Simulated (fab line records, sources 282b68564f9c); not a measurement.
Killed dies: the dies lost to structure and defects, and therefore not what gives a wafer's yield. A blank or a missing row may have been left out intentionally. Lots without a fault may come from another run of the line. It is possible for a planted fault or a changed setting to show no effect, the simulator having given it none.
fab line records	flow ritCmos
[record] lots = 5	wafers = 15	lastDay = 6
route steps=202 shown CONTACT@181 M1@184
lots untouched by any fault: they come from a run of this same line in which no faults occurred
startH: start of the lot's first displayed wafer, in hours after the record's first day	waitH: time in hours since the lot's previous step	" repeats the value in the row above	L1.1+2: several wafers, shown together as one row	- no value, or no start was given	* or withheld: withheld	< > ~ a bound
route shown NAME@n: NAME is a module with steps in the file, n the number in the route of the first one	usual: mean/standard deviation of fault-free wafers	same: alike in all rows	chamber/n: place in a boat	sites: each site's reading	_std_site: the standard deviation of these	_edge_site: inner sites' mean taken away from outer sites' mean	radiusMm: for every site, how far away it sits from the centre of the wafer	mask NAME#n: copy n	behind: the last tool/chamber to shape the wafer	hold: cause of the lot's hold/its duration in hours/its outcome	device: names the non-switching transistor (n, p or np)	end of line: tests of these same wafers at the route's end	for a step that has no rows: nothing shown but its recipe	killed: the dies lost at the first sort to structure and to defects; this is not the yield of the wafer	map: a wafer's dies, marking killed ones x, the rest . and places with no die _
set.NAME: the setting as run; set.NAME@STEP: as run at that earlier step	model.NAME: the simulator's own value behind a step, which no gauge read
lots at selected steps of the route; one table per step, one row per wafer
services: when a tool's chamber went out of use (startH, in hours from the record's first day, below 0 if earlier), for how many hours, and the reason
[[steps]]
[step RIT_CONTACT_CD_MEAS_90]
[recipe] targetCdNm = 1000
[usual] cdNm = 998.7/2.4
lot.wafer	tool	chamber	startH	waitH	cdNm
L081.1	cdSem-02	-	90.04	0.1	997.9
L081.4	"	-	"	"	999.7
L081.5	"	-	"	"	996.3
L083.2	cdSem-01	-	102.01	0.1	999.0
L083.4	"	-	"	"	996.2
L083.6	"	-	"	"	998.2
L086.2	cdSem-02	-	118.41	0.1	998.5
L086.5	"	-	"	"	997.8
L086.6	"	-	"	"	1000.2
L090.1	cdSem-01	-	132.89	0.1	996.0
L090.5	"	-	"	"	995.9
L090.6	"	-	"	"	994.6
L092.1	cdSem-02	-	143.22	0.1	1001.3
L092.3	"	-	"	"	999.7
L092.6	"	-	"	"	999.9
[step RIT_CONTACT_CLEAN_13]
[recipe] chemistry = SC1	mix = 3:3:50	timeS = 600	tempC = 75
[same] timeS = 600
lot.wafer	tool	chamber	startH	waitH
L081.1+4+5	wetBench-01	0	90.16	0.1
L083.2+4+6	wetBench-02	0	102.11	0.1
L086.2+5+6	wetBench-01	1	118.51	0.1
L090.1+5+6	wetBench-04	2	133.01	0.1
L092.1+3+6	wetBench-02	0	143.34	0.1
[step RIT_CONTACT_CLEAN_14]
[recipe] chemistry = SC2	mix = 3:3:50	timeS = 600	tempC = 75	dry = n2Spin
[same] timeS = 600
lot.wafer	tool	chamber	startH	waitH
L081.1+4+5	wetBench-04	2	90.36	0.0
L083.2+4+6	wetBench-01	1	102.29	0.0
L086.2+5+6	wetBench-02	1	118.72	0.0
L090.1+5+6	wetBench-02	1	133.20	0.0
L092.1+3+6	wetBench-01	2	143.51	0.0
[step RIT_M1_SPUTTER_00]
[recipe] material = Al	targetThkNm = 400	powerW = 2000	chamberPressurePa = 0.4	gas = Ar	timeS = 500	substrateTempC = 25
[usual] throttleValvePct = 30.1/1.2
[same] timeS = 500
lot.wafer	tool	chamber	startH	waitH	throttleValvePct
L081.1	pvdSputter-04	-	90.54	0.0	28.9
L081.4	"	-	"	"	29.4
L081.5	"	-	"	"	28.9
L083.2	pvdSputter-01	-	102.48	0.0	29.2
L083.4	"	-	"	"	27.8
L083.6	"	-	"	"	29.1
L086.2	pvdSputter-02	-	118.89	0.0	30.7
L086.5	"	-	"	"	30.6
L086.6	"	-	"	"	30.9
L090.1	pvdSputter-04	-	133.38	0.0	29.5
L090.5	"	-	"	"	29.4
L090.6	"	-	"	"	30.5
L092.1	pvdSputter-01	-	143.69	0.0	30.8
L092.3	"	-	"	"	31.9
L092.6	"	-	"	"	28.0
[step RIT_M1_RS_MEAS_01]
[recipe] thkMeasGauge = four-point-probe	reads = Al_of_M1_SPUTTER_00
[usual] M1_AL_RS = 0.0731/0.00093
lot.wafer	tool	chamber	startH	waitH	M1_AL_RS[ohm/sq]
L081.1	filmMetro-02	-	90.83	0.1	0.0732
L081.4	"	-	"	"	0.0735
L081.5	"	-	"	"	0.0730
L083.2	filmMetro-02	-	102.79	0.2	0.0728
L083.4	"	-	"	"	0.0737
L083.6	"	-	"	"	0.0729
L086.2	filmMetro-03	-	119.21	0.2	0.0734
L086.5	"	-	"	"	0.0739
L086.6	"	-	"	"	0.0739
L090.1	filmMetro-03	-	133.67	0.1	0.0742
L090.5	"	-	"	"	0.0743
L090.6	"	-	"	"	0.0746
L092.1	filmMetro-01	-	143.98	0.1	0.0723
L092.3	"	-	"	"	0.0737
L092.6	"	-	"	"	0.0753
[step RIT_M1_THK_MEAS_02]
[recipe] thkMeasGauge = xrf	reads = Al_of_M1_SPUTTER_00
[usual] M1_AL_THK = 392/5
lot.wafer	tool	chamber	startH	waitH	M1_AL_THK[nm]
L081.1	filmMetro-02	-	90.95	0.1	392
L081.4	"	-	"	"	388
L081.5	"	-	"	"	394
L083.2	filmMetro-02	-	102.90	0.1	392
L083.4	"	-	"	"	390
L083.6	"	-	"	"	394
L086.2	filmMetro-03	-	119.32	0.1	391
L086.5	"	-	"	"	387
L086.6	"	-	"	"	387
L090.1	filmMetro-03	-	133.79	0.1	381
L090.5	"	-	"	"	383
L090.6	"	-	"	"	385
L092.1	filmMetro-01	-	144.10	0.1	397
L092.3	"	-	"	"	391
L092.6	"	-	"	"	384
[step RIT_M1_HMDS_03]
[recipe] primeTimeS = 60	primeTempC = 140
[usual] exhaustPa = 44.9/0.88	primeTempC = 139.98/0.16
[same] primeTimeS = 60
lot.wafer	tool	chamber	startH	waitH	exhaustPa	primeTempC
L081.1	lithoTrack-04	0	91.01	0.1	44.5	139.81
L081.4	"	0	"	"	45.9	139.85
L081.5	"	0	"	"	44.6	139.75
L083.2	lithoTrack-03	0	102.98	0.1	44.3	139.73
L083.4	"	0	"	"	44.2	140.05
L083.6	"	0	"	"	45.6	140.06
L086.2	lithoTrack-02	0	119.46	0.1	44.8	140.01
L086.5	"	0	"	"	44.0	139.76
L086.6	"	0	"	"	44.3	139.95
L090.1	lithoTrack-03	0	134.04	0.2	45.4	140.13
L090.5	"	0	"	"	45.8	140.15
L090.6	"	0	"	"	45.6	140.11
L092.1	lithoTrack-04	0	144.21	0.1	44.6	140.09
L092.3	"	0	"	"	44.1	140.01
L092.6	"	0	"	"	43.5	139.96
[step RIT_M1_COAT_04]
[recipe] resist = NOVOLAK	spinRpm = 2000	resistThkNm = 1300
[usual] exhaustPa = 45.2/0.92
lot.wafer	tool	chamber	startH	waitH	exhaustPa
L081.1	lithoTrack-04	0	91.16	0.1	45.7
L081.4	"	0	"	"	45.2
L081.5	"	0	"	"	45.5
L083.2	lithoTrack-03	0	103.13	0.1	44.9
L083.4	"	0	"	"	46.1
L083.6	"	0	"	"	43.7
L086.2	lithoTrack-02	0	119.61	0.1	46.1
L086.5	"	0	"	"	44.3
L086.6	"	0	"	"	44.6
L090.1	lithoTrack-03	0	134.19	0.1	44.4
L090.5	"	0	"	"	44.6
L090.6	"	0	"	"	43.6
L092.1	lithoTrack-04	0	144.36	0.1	45.3
L092.3	"	0	"	"	45.1
L092.6	"	0	"	"	46.0
[step RIT_M1_SOFTBAKE_05]
[recipe] resist = NOVOLAK	tempC = 90	timeS = 60
[usual] exhaustPa = 45.0/0.92
[same] timeS = 60
lot.wafer	tool	chamber	startH	waitH	exhaustPa
L081.1	lithoTrack-04	0	91.31	0.1	45.9
L081.4	"	0	"	"	47.6
L081.5	"	0	"	"	45.9
L083.2	lithoTrack-03	0	103.28	0.1	44.9
L083.4	"	0	"	"	46.1
L083.6	"	0	"	"	46.5
L086.2	lithoTrack-02	0	119.76	0.1	43.6
L086.5	"	0	"	"	44.5
L086.6	"	0	"	"	44.0
L090.1	lithoTrack-03	0	134.34	0.1	44.4
L090.5	"	0	"	"	45.2
L090.6	"	0	"	"	45.8
L092.1	lithoTrack-04	0	144.51	0.1	45.0
L092.3	"	0	"	"	44.3
L092.6	"	0	"	"	44.3
[step RIT_M1_EXPOSE_06]
[recipe] maskId = M12	na = 0.6	sourceShape = conventional	sigmaOuter = 0.5	targetCdNm = 2600	doseMj = 250
lot.wafer	tool	chamber	startH	waitH	mask
L081.1+4+5	ilineStepper-02	0	91.46	0.1	M12#0
L083.2+4+6	ilineStepper-01	0	103.55	0.2	M12#0
L086.2+5+6	ilineStepper-01	0	119.91	0.1	M12#0
L090.1+5+6	ilineStepper-02	0	134.62	0.2	M12#0
L092.1+3+6	ilineStepper-02	0	144.78	0.2	M12#0
[step RIT_M1_PEB_07]
[recipe] resist = NOVOLAK	tempC = withheld	timeS = withheld
[usual] exhaustPa = 45.1/0.84
lot.wafer	tool	chamber	startH	waitH	exhaustPa
L081.1	lithoTrack-04	0	91.58	0.1	46.4
L081.4	"	0	"	"	46.6
L081.5	"	0	"	"	46.5
L083.2	lithoTrack-02	0	103.67	0.1	44.5
L083.4	"	0	"	"	45.7
L083.6	"	0	"	"	45.2
L086.2	lithoTrack-02	0	120.03	0.1	44.3
L086.5	"	0	"	"	44.3
L086.6	"	0	"	"	44.2
L090.1	lithoTrack-03	0	134.73	0.1	44.7
L090.5	"	0	"	"	44.3
L090.6	"	0	"	"	43.7
L092.1	lithoTrack-02	0	144.90	0.1	45.8
L092.3	"	0	"	"	44.5
L092.6	"	0	"	"	45.4
[step RIT_M1_DEVELOP_08]
[recipe] resist = NOVOLAK	developTimeS = 68	devTempC = 23
[usual] exhaustPa = 45.1/1
lot.wafer	tool	chamber	startH	waitH	exhaustPa
L081.1	lithoTrack-04	0	-	-	47.0
L081.4	"	0	"	"	46.2
L081.5	"	0	"	"	45.8
L083.2	lithoTrack-02	0	-	-	45.1
L083.4	"	0	"	"	45.0
L083.6	"	0	"	"	44.3
L086.2	lithoTrack-02	0	-	-	46.8
L086.5	"	0	"	"	45.8
L086.6	"	0	"	"	44.9
L090.1	lithoTrack-03	0	-	-	44.6
L090.5	"	0	"	"	44.2
L090.6	"	0	"	"	44.6
L092.1	lithoTrack-02	0	-	-	44.7
L092.3	"	0	"	"	44.3
L092.6	"	0	"	"	45.8
[step RIT_M1_CD_MEAS_09]
[recipe] targetCdNm = 2600
[usual] cdNm = 2600.8/2.1
lot.wafer	tool	chamber	startH	waitH	cdNm
L081.1	cdSem-02	-	91.89	-	2601.2
L081.4	"	-	"	"	2599.1
L081.5	"	-	"	"	2596.9
L083.2	cdSem-01	-	103.98	-	2601.4
L083.4	"	-	"	"	2602.8
L083.6	"	-	"	"	2603.0
L086.2	cdSem-01	-	120.34	-	2598.4
L086.5	"	-	"	"	2599.4
L086.6	"	-	"	"	2600.8
L090.1	cdSem-02	-	135.04	-	2604.2
L090.5	"	-	"	"	2602.4
L090.6	"	-	"	"	2602.1
L092.1	cdSem-01	-	145.21	-	2596.6
L092.3	"	-	"	"	2595.7
L092.6	"	-	"	"	2595.8
[step RIT_M1_OVL_MEAS_10]
[usual] M1_OVL = 0.6/1.3
lot.wafer	tool	chamber	startH	waitH	M1_OVL[nm]
L081.1	overlay-02	-	92.01	0.1	-2.6
L081.4	"	-	"	"	-1.1
L081.5	"	-	"	"	-1.2
L083.2	overlay-02	-	104.09	0.1	-0.1
L083.4	"	-	"	"	0.9
L083.6	"	-	"	"	0.9
L086.2	overlay-02	-	120.45	0.1	1.0
L086.5	"	-	"	"	1.6
L086.6	"	-	"	"	0.9
L090.1	overlay-02	-	135.16	0.1	-0.6
L090.5	"	-	"	"	0.3
L090.6	"	-	"	"	1.2
L092.1	overlay-02	-	145.33	0.1	0.2
L092.3	"	-	"	"	-0.3
L092.6	"	-	"	"	0.6
[step RIT_M1_HARDBAKE_11]
[recipe] resist = NOVOLAK	tempC = 140	timeS = 120
[usual] exhaustPa = 44.8/0.85
[same] timeS = 120
lot.wafer	tool	chamber	startH	waitH	exhaustPa
L081.1	lithoTrack-02	0	92.12	0.1	45.6
L081.4	"	0	"	"	45.5
L081.5	"	0	"	"	45.4
L083.2	lithoTrack-03	0	104.16	0.1	43.8
L083.4	"	0	"	"	44.7
L083.6	"	0	"	"	44.0
L086.2	lithoTrack-04	0	120.52	0.1	44.4
L086.5	"	0	"	"	45.4
L086.6	"	0	"	"	45.0
L090.1	lithoTrack-02	0	135.20	0.0	44.2
L090.5	"	0	"	"	44.1
L090.6	"	0	"	"	43.2
L092.1	lithoTrack-02	0	145.37	0.0	44.9
L092.3	"	0	"	"	43.5
L092.6	"	0	"	"	43.6
[step RIT_M1_METAL_ETCH_12]
[recipe] stopOn = SiO2	chemistry = Cl2/BCl3	target = Al	timeS = 165	overEtchFrac = 0.5	pressureMtorr = 100	targetDepthA = 6000	rfW = 250	Cl2_flow_sccm = 60	bcl3FlowSccm = 50
[usual] drypumpMotorCurrentA = 5.8/0.35	mfcCl2Sccm = 59.98/0.2	oesProductAu = 0.780/0.013	throttleValvePct = 8.28/0.095
[same] timeS = 165
lot.wafer	tool	chamber	startH	waitH	drypumpMotorCurrentA	mfcCl2Sccm	oesProductAu	rfHoursCounterH	throttleValvePct
L081.1	rieMetal-01	1	92.37	0.2	6.0	60.20	0.768	38	8.20
L081.4	"	0	"	"	5.8	59.56	0.782	-	8.42
L081.5	"	1	"	"	6.0	60.03	0.775	-	8.19
L083.2	rieMetal-02	0	104.37	0.2	5.3	59.85	0.771	5	8.37
L083.4	"	0	"	"	5.3	60.13	0.774	-	8.36
L083.6	"	0	"	"	5.3	59.91	0.766	-	8.37
L086.2	rieMetal-02	1	120.73	0.2	6.4	60.07	0.789	4	8.14
L086.5	"	1	"	"	6.4	60.01	0.781	-	8.14
L086.6	"	0	"	"	5.3	59.85	0.760	-	8.36
L090.1	rieMetal-01	0	135.45	0.2	5.8	59.75	0.776	39	8.41
L090.5	"	0	"	"	5.7	59.59	0.791	-	8.41
L090.6	"	1	"	"	6.0	59.36	0.766	-	8.18
L092.1	rieMetal-02	1	145.62	0.2	6.4	60.04	0.787	5	8.14
L092.3	"	1	"	"	6.4	59.87	0.791	-	8.14
L092.6	"	0	"	"	5.3	59.89	0.759	-	8.36
[step RIT_M1_STRIP_13]
[recipe] chemistry = nmp	resist = NOVOLAK	tempC = 80	timeS = 600	dry = n2Spin
[same] timeS = 600
lot.wafer	tool	chamber	startH	waitH
L081.1+4+5	wetBench-03	3	92.53	0.1
L083.2+4+6	wetBench-03	2	104.53	0.1
L086.2+5+6	wetBench-04	3	120.89	0.1
L090.1+5+6	wetBench-03	1	135.61	0.1
L092.1+3+6	wetBench-04	2	145.78	0.1
[step RIT_M1_STRIP_14]
[recipe] chemistry = O2	timeS = 180	platenTempC = withheld	powerW = 500	pressureMtorr = 4000	o2FlowSccm = 4000
[usual] drypumpMotorCurrentA = 6.0/0.41
[same] timeS = 180
lot.wafer	tool	chamber	startH	waitH	drypumpMotorCurrentA	rfHoursCounterH
L081.1	plasmaAsher-04	1	92.70	0.0	5.5	31
L081.4	"	0	"	"	6.8	-
L081.5	"	0	"	"	6.8	-
L083.2	plasmaAsher-02	1	104.70	0.0	5.7	46
L083.4	"	0	"	"	6.0	-
L083.6	"	1	"	"	5.7	-
L086.2	plasmaAsher-02	0	121.06	0.0	5.9	49
L086.5	"	1	"	"	5.7	-
L086.6	"	0	"	"	6.0	-
L090.1	plasmaAsher-04	0	135.80	0.0	6.8	37
L090.5	"	1	"	"	5.5	-
L090.6	"	0	"	"	6.8	-
L092.1	plasmaAsher-02	1	145.97	0.0	5.7	52
L092.3	"	1	"	"	5.7	-
L092.6	"	0	"	"	5.9	-
[step RIT_M1_CD_MEAS_90]
[recipe] targetCdNm = 2600
[usual] cdNm = 2601.8/2.6
lot.wafer	tool	chamber	startH	waitH	cdNm
L081.1	cdSem-02	-	92.88	0.1	2601.6
L081.4	"	-	"	"	2597.8
L081.5	"	-	"	"	2598.4
L083.2	cdSem-01	-	104.90	0.1	2601.1
L083.4	"	-	"	"	2603.5
L083.6	"	-	"	"	2603.6
L086.2	cdSem-01	-	121.26	0.1	2599.4
L086.5	"	-	"	"	2598.9
L086.6	"	-	"	"	2600.3
L090.1	cdSem-02	-	135.98	0.1	2604.4
L090.5	"	-	"	"	2602.4
L090.6	"	-	"	"	2605.1
L092.1	cdSem-02	-	146.15	0.1	2596.5
L092.3	"	-	"	"	2594.8
L092.6	"	-	"	"	2596.1
[step RIT_M1_ANNEAL_15]
[recipe] tempC = 450	timeS = 1800	ambient = forming_gas_H2N2
[same] timeS = 1800
lot.wafer	tool	chamber	startH	waitH
L081.1+4+5	-	-	93.62	0.7
L083.2+4+6	-	-	105.00	0.1
L086.2+5+6	-	-	121.36	0.1
L090.1+5+6	-	-	136.56	0.6
L092.1+3+6	-	-	146.27	0.1
[step RIT_M1_BOW_MEAS_16]
[recipe] mode = bow
[usual] M1_BOW = 17/6.4
lot.wafer	tool	chamber	startH	waitH	M1_BOW[um]
L081.1	filmMetro-01	-	95.12	0.0	6
L081.4	"	-	"	"	16
L081.5	"	-	"	"	17
L083.2	filmMetro-01	-	106.52	0.0	7
L083.4	"	-	"	"	13
L083.6	"	-	"	"	9
L086.2	filmMetro-02	-	122.88	0.0	14
L086.5	"	-	"	"	12
L086.6	"	-	"	"	13
L090.1	filmMetro-02	-	138.06	0.0	20
L090.5	"	-	"	"	24
L090.6	"	-	"	"	24
L092.1	filmMetro-02	-	147.77	0.0	16
L092.3	"	-	"	"	18
L092.6	"	-	"	"	12
[step RIT_M1_PROBE_99]
[usual] defectLimitedYield = 97.3/1.1	killedAtContacts = 0.1/0.38	killedAtFrontEnd = 6.9/2.9	killedDies = 7.1/3	killedOpen = 3.5/2.1	killedShort = 3.5/2	sort_bin_3_pad_short = 0.1/0.2	sort_bin_5_function = 1.6/0.86	sort_bin_6_memory = 1.0/0.61	sortNPass = 256.9/3	sortYieldPct = 97.3/1.1
[same] grossDies = 264	killed_at_M0_to_M3 = 0	killed_at_M4_up = 0	killedAtBackSide = 0	killedAtOther = 0
lot.wafer	tool	chamber	startH	waitH	defectLimitedYield[%]	killedAtContacts	killedAtFrontEnd	killedDies	killedOpen	killedShort	sort_bin_3_pad_short[%]	sort_bin_5_function[%]	sort_bin_6_memory[%]	sortNPass	sortYieldPct[%]
L081.1	prober-02	-	95.24	0.1	96.6	0	9	9	6	3	0	1.9	1.5	255.0	96.6
L081.4	prober-02	-	95.39	0.2	96.6	0	9	9	5	4	0	1.1	2.3	255.0	96.6
L081.5	prober-02	-	95.44	0.2	96.2	0	10	10	5	5	0	1.5	2.3	254.0	96.2
L083.2	prober-02	-	106.67	0.1	97.7	1	5	6	1	5	0.4	0.8	1.1	258.0	97.7
L083.4	prober-02	-	106.77	0.2	97.7	0	6	6	1	5	0.4	1.5	0.4	258.0	97.7
L083.6	prober-02	-	106.87	0.2	98.1	1	4	5	2	3	0.4	0.4	1.1	259.0	98.1
L086.2	prober-01	-	123.03	0.1	92.8	0	19	19	11	8	0	5.3	1.9	245.0	92.8
L086.5	prober-01	-	123.18	0.2	98.1	0	5	5	2	3	0.4	0.8	0.8	259.0	98.1
L086.6	prober-01	-	123.23	0.2	96.2	0	10	10	8	2	0.4	1.9	1.5	254.0	96.2
L090.1	prober-01	-	138.18	0.1	98.1	0	5	5	3	2	0	1.9	0	259.0	98.1
L090.5	prober-01	-	138.38	0.2	98.9	0	3	3	3	0	0	0.8	0.4	261.0	98.9
L090.6	prober-01	-	138.43	0.2	97.0	0	8	8	3	5	0	1.1	1.9	256.0	97.0
L092.1	prober-01	-	147.89	0.1	96.6	0	9	9	2	7	0	1.9	1.5	255.0	96.6
L092.3	prober-01	-	147.99	0.2	98.1	0	5	5	2	3	0.4	1.1	0.4	259.0	98.1
L092.6	prober-01	-	148.14	0.2	95.5	2	10	12	5	5	0	3.0	1.5	252.0	95.5
// killed by level:class
L081.1 GATE:geometricParticle:short=2 REOX:geometricParticle:open=2 SPACER:geometricParticle:open=2 ACTIVE:geometricParticle:open=1 FOX1:geometricParticle:open=1 SPACER:geometricParticle:short=1
L081.4 GATE:geometricParticle:short=2 FOX1:geometricParticle:open=1 FOX2:geometricParticle:open=1 REOX:geometricParticle:open=1 SPACER:geometricParticle:short=1 SPACER:geometricParticle:open=1 SILICIDE:geometricParticle:open=1 SILICIDE:geometricParticle:short=1
L081.5 GATE:geometricParticle:short=3 FOX2:geometricParticle:open=2 FOX1:geometricParticle:open=1 GATE:geometricParticle:open=1 SPACER:geometricParticle:open=1 SPACER:geometricParticle:short=1 SILICIDE:geometricParticle:short=1
L083.2 GATE:geometricParticle:short=3 SPACER:geometricParticle:open=1 SILICIDE:geometricParticle:short=1 CONTACT:geometricParticle:short=1
L083.4 SILICIDE:geometricParticle:short=2 FOX1:geometricParticle:short=1 GATE:geometricParticle:short=1 REOX:geometricParticle:open=1 SPACER:geometricParticle:short=1
L083.6 FOX1:geometricParticle:short=3 REOX:geometricParticle:open=1 CONTACT:geometricParticle:open=1
L086.2 FOX1:geometricParticle:open=6 GATE:geometricParticle:short=3 FOX1:geometricParticle:short=2 GATE:geometricParticle:open=2 REOX:geometricParticle:open=2 SILICIDE:geometricParticle:short=2 REOX:geometricParticle:short=1 SILICIDE:geometricParticle:open=1
L086.5 FOX1:geometricParticle:short=1 FOX1:geometricParticle:open=1 GATE:geometricParticle:short=1 REOX:geometricParticle:open=1 REOX:geometricParticle:short=1
L086.6 GATE:geometricParticle:open=5 SPACER:geometricParticle:open=3 FOX1:geometricParticle:short=1 REOX:geometricParticle:short=1
L090.1 GATE:geometricParticle:open=3 REOX:geometricParticle:short=2
L090.5 FOX1:geometricParticle:open=1 GATE:geometricParticle:open=1 SPACER:geometricParticle:open=1
L090.6 GATE:geometricParticle:short=4 FOX1:geometricParticle:open=2 FOX1:geometricParticle:short=1 GATE:geometricParticle:open=1
L092.1 SPACER:geometricParticle:short=2 GATE:geometricParticle:short=2 SILICIDE:geometricParticle:short=2 GATE:geometricParticle:open=1 REOX:geometricParticle:short=1 SILICIDE:geometricParticle:open=1
L092.3 FOX2:geometricParticle:short=1 GATE:geometricParticle:short=1 GATE:geometricParticle:open=1 REOX:geometricParticle:open=1 SILICIDE:geometricParticle:short=1
L092.6 GATE:geometricParticle:open=2 GATE:geometricParticle:short=2 SILICIDE:geometricParticle:short=2 CONTACT:coatMicrobubblePrinted=2 FOX1:geometricParticle:open=1 SPACER:geometricParticle:short=1 SPACER:geometricParticle:open=1 SILICIDE:geometricParticle:open=1
[[services]]
tool	chamber	startH	hours	kind
ilineStepper-02	-	66.55	1.7	pm
plasmaAsher-04	-	67.36	4.3	pm
wetBench-01	-	69.82	7.1	repair
furnace-01	-	81.95	3.4	pm
rieMetal-01	-	110.58	1.4	repair
ilineStepper-01	0	121.04	-	calibration
lithoTrack-02	-	131.90	-	consumableReplace:filter
rieMetal-01	-	136.12	20.0	pm
rieMetal-01	0	136.12	20.0	ventCycle
rieMetal-01	1	136.12	20.0	ventCycle
[[key]]
fault none
